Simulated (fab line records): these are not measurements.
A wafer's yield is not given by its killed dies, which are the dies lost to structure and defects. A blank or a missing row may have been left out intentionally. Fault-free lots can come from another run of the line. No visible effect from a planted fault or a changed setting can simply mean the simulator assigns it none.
A lot that was struck, set against a sound lot    flow berkeley cmos170    26 steps out of a route of 331
Sound: these wafers, L402.2, L402.5, L402.6. The struck wafers were L410.1, L410.2, L410.6. The cause comes at the end.
Each step with rows lists, per side, the tool, then ch with its chambers, then its first start. Under that, the readings that differ: sound wafers    struck wafers    difference of the means    sigmas: that difference in standard deviations of wafers without a fault.
alike: words and numbers the same on both sides, and readings whose means are apart by under 2 such deviations; not compared: readings that were withheld, readings missing a value for some wafer, numbers with overlapping values and no deviation given by the record, and bounds like >300 which may hide the same value.
A row with sigmas, a row that says differs or no value, or rows on one side alone: a step with any of these is where the two part. Numbers that don't overlap but have no deviation are shown without sigmas and don't part them. A reading missing from all wafers of one side parts the sides only when that side holds two or more wafers.

first, 3 steps without rows for these wafers: UCB170_PVT_EXPOSE_03 (exposes mask NWELL, target cd 3000 nm); UCB170_PVT_PEB_04; UCB170_PVT_DEVELOP_05 (develop time 45 s).
UCB170_PVT_OVL_MEAS_06:
  sound on overlay-02 at day 7 10:04; struck on overlay-02 at day 8 17:36
  alike: PVT_OVL
next, for these wafers, 1 step has no rows: UCB170_PVT_IMPLANT_07.
UCB170_PVT_STRIP_08: strips in O2.
  sound on plasma asher-02 ch 0,1, day 7 10:15; struck on plasma asher-02 ch 0,1, day 8 17:47
  alike: drypump motor current A, oes product au, strip time to endpoint s
  not compared: rf hours counter h
UCB170_PVT_TW_MEAS_09:
  sound on film metro-04 at day 7 10:22; struck on film metro-02 at day 8 17:53
  alike: PVT_TW
then, 1 step without rows for these wafers: UCB170_GATE_WET_ETCH_00 (etches SiO2 in dHF, time 200 s).
UCB170_FIELD_THK_MEAS_91:
  sound on film metro-01 at day 7 10:29; struck on film metro-04 at day 8 18:02
  alike: FIELD_OXIDE_LEFT_2_THK
then, 1 step without rows for these wafers: UCB170_GATE_OXIDATION_01 (target thk 6.6 nm, ox time 1800 s).
UCB170_GATE_THK_MEAS_02:
  sound on film metro-02 at day 7 12:44; struck on film metro-02 at day 8 22:26
  alike: GATE_OXIDE_THK
then, 1 step without rows for these wafers: UCB170_GATE_ANNEAL_03 (time 1800 s).
UCB170_GATE_CVD_04: deposits poly-Si from SiH4, time 1440 s, target thk 214 nm.
  sound on lpcvd-02 ch 1, day 7 15:35; struck on lpcvd-01 ch 0, day 9 08:24
  alike: pressure mtorr
UCB170_GATE_THK_MEAS_05:
  sound on film metro-02 at day 7 16:59; struck on film metro-01 at day 9 09:48
reading             sound              struck             difference  sigmas
GATE_POLY_THK (nm)  217.6 218.4 218.0  436.6 437.4 435.1  +218.4      +99 or more
then, 6 steps without rows for these wafers: UCB170_GATE_COAT_06; UCB170_GATE_COAT_07 (resist thk 900 nm); UCB170_GATE_SOFTBAKE_08 (time 60 s); UCB170_GATE_EXPOSE_09 (exposes mask POLY, target cd 350 nm); UCB170_GATE_PEB_10; UCB170_GATE_DEVELOP_11 (develop time 45 s).
UCB170_GATE_CD_MEAS_12: target cd 350 nm.
  sound on cd sem-01 at day 7 18:26; struck on cd sem-01 at day 9 10:48
  alike: cd nm
UCB170_GATE_OVL_MEAS_13:
  sound on overlay-02 at day 7 18:33; struck on overlay-02 at day 9 10:55
  alike: GATE_OVL
UCB170_GATE_ETCH_14: etches BARC in N2/H2.
  sound on rie diel-02 ch 0,1,3, day 7 18:35; struck on rie diel-02 ch 0,2,3, day 9 10:58
  alike: drypump motor current A, oes product au, rf fwd power W, throttle valve pct
UCB170_GATE_ETCH_15: etches poly-Si in HBr/Cl2, stops on SiO2, time 56.3 s, target depth 278.2 nm.
  sound on rie si-02 ch 0,3, day 7 18:37; struck on rie si-02 ch 0,1,2, day 9 11:00
reading                           sound              struck             difference  sigmas
oes product au (a.u.)             0.833 0.844 0.832  1.007 1.017 0.995  +0.170      +18
model.etch.depth nm (nm)          217.6 218.7 218.5  275.8 279.7 277.8  +59.5       
model.GATE.feature depth nm (nm)  217.6 218.7 218.5  275.8 279.7 277.8  +59.5       
  alike: drypump motor current A, rf fwd power W, throttle valve pct
  not compared: rf hours counter h
UCB170_GATE_STRIP_16: strips in O2.
  sound on plasma asher-01 ch 0,1, day 7 18:40; struck on plasma asher-04 ch 0,1, day 9 11:03
reading                                   sound              struck             difference  sigmas
model.poly-Si_of_GATE_CVD_04.thk nm (nm)  217.3 218.3 218.1  436.2 436.8 434.7  +218.0      
  alike: drypump motor current A, oes product au
  not compared: rf hours counter h
UCB170_GATE_CD_MEAS_90: target cd 350 nm.
  sound on cd sem-01 at day 7 18:49; struck on cd sem-01 at day 9 11:11
  alike: cd nm

## WHERE THEY PART
At UCB170_GATE_THK_MEAS_05 first; at UCB170_GATE_ETCH_15 last (within this record only). Later steps at which nothing parts them and some readings are alike: UCB170_GATE_STRIP_16, UCB170_GATE_CD_MEAS_90.

WHY: the cause the simulator had injected
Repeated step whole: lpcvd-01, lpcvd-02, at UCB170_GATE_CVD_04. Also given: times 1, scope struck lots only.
